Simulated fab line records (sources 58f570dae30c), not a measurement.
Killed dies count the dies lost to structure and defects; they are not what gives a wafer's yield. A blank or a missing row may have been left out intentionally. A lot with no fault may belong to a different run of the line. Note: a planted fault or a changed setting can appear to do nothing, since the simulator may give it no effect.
A struck lot beside a sound one :: flow berkeley-cmos170 :: 15 steps out of a route of 331
Sound: wafers L331.2, L331.3, L331.4. The struck wafers were L316.2, L316.5, L316.6. At the end, the cause is stated.
For every step that has rows: the tool of each side, followed by ch and its chambers, followed by its first start. Under that, the readings that differ: sound wafers :: struck wafers :: difference of the means :: sigmas: that difference in standard deviations of wafers without a fault.
alike: words and numbers the same on both sides, and readings whose means are apart by under 2 such deviations; not compared: readings that were withheld, readings missing a value for some wafer, numbers with overlapping values and no deviation given by the record, and bounds like >300 which may hide the same value.
The two part at a step that has a row with sigmas, a row that says differs or no value, or rows on one side only. When numbers do not overlap yet have no deviation, they are printed without sigmas and do not part them. Lack of a reading on every wafer of one side parts them only where that side has two or more wafers.

first, 3 steps without rows for these wafers: UCB170_M1_EXPOSE_06 (exposes mask METAL1, target cd 700 nm); UCB170_M1_PEB_07; UCB170_M1_DEVELOP_08 (develop time 45 s).
UCB170_M1_CD_MEAS_09: target cd 700 nm.
  sound on cd-sem-01, day 11 08:41; struck on cd-sem-02, day 8 00:57
reading: cd-nm (nm)
sound: 702.9 701.6 701.7
struck: 698.7 699.9 697.7
difference: -3.3
sigmas: -3
UCB170_M1_OVL_MEAS_10:
  sound on overlay-01, day 11 08:48; struck on overlay-01, day 8 01:03
  alike: M1_OVL
UCB170_M1_ETCH_11: etches BARC in N2/H2.
  sound on rie-diel-03 ch 0,2,3, day 11 08:50; struck on rie-diel-01 ch 0,1, day 8 01:05
  alike: drypump-motor-current-A, oes-product-au, throttle-valve-pct
UCB170_M1_METAL_ETCH_12: etches Al in Cl2/BCl3, stops on PSG, target depth 780 nm, time 130 s.
  sound on rie-metal-02 ch 0,1, day 11 08:52; struck on rie-metal-03 ch 0,1, day 8 01:08
  alike: drypump-motor-current-A, mfc-cl2-sccm, oes-product-au, throttle-valve-pct
  not compared: rf-hours-counter-h
UCB170_M1_STRIP_13: strips in O2.
  sound on plasma-asher-03 ch 0,1, day 11 09:00; struck on plasma-asher-04 ch 0,1, day 8 01:21
  alike: drypump-motor-current-A, oes-product-au
  not compared: rf-hours-counter-h
UCB170_M1_CD_MEAS_90: target cd 700 nm.
  sound on cd-sem-01, day 11 09:07; struck on cd-sem-02, day 8 01:28
  alike: cd-nm
then, 1 step without rows for these wafers: UCB170_M1_ANNEAL_14 (time 1200 s).
UCB170_V1_CVD_00: deposits SiO2 from TEOS/O2, target thk 2000 nm, time 250 s.
  sound on pecvd-04 ch 1,2, day 11 13:54; struck on pecvd-04 ch 0,1, day 8 05:55
  alike: heater-power-w
UCB170_V1_THK_MEAS_01:
  sound on film-metro-01, day 11 14:04; struck on film-metro-02, day 8 06:05
  alike: V1_TEOS_THK
UCB170_V1_CMP_02: polishes SiO2.
  sound on cmp-01 ch 0,2,3, day 11 14:07; struck on cmp-02 ch 1,2, day 8 06:08
reading: edge-zone-pressure-frac
sound: 1.003 0.999 0.993
struck: 1.040 1.032 1.034
difference: +0.037
sigmas: +7
  alike: motor-current-A
UCB170_V1_BOW_MEAS_03:
  sound on film-metro-02, day 11 14:26; struck on film-metro-03, day 8 06:27
  alike: V1_BOW
following that, these wafers have no rows for 1 step: UCB170_M3_PROBE_99.

## WHERE THEY PART
Earliest at UCB170_M1_CD_MEAS_09; latest, in this record, at UCB170_V1_CMP_02. Later steps at which nothing parts them and some readings are alike: UCB170_V1_BOW_MEAS_03.

WHY: whatever the simulator had introduced
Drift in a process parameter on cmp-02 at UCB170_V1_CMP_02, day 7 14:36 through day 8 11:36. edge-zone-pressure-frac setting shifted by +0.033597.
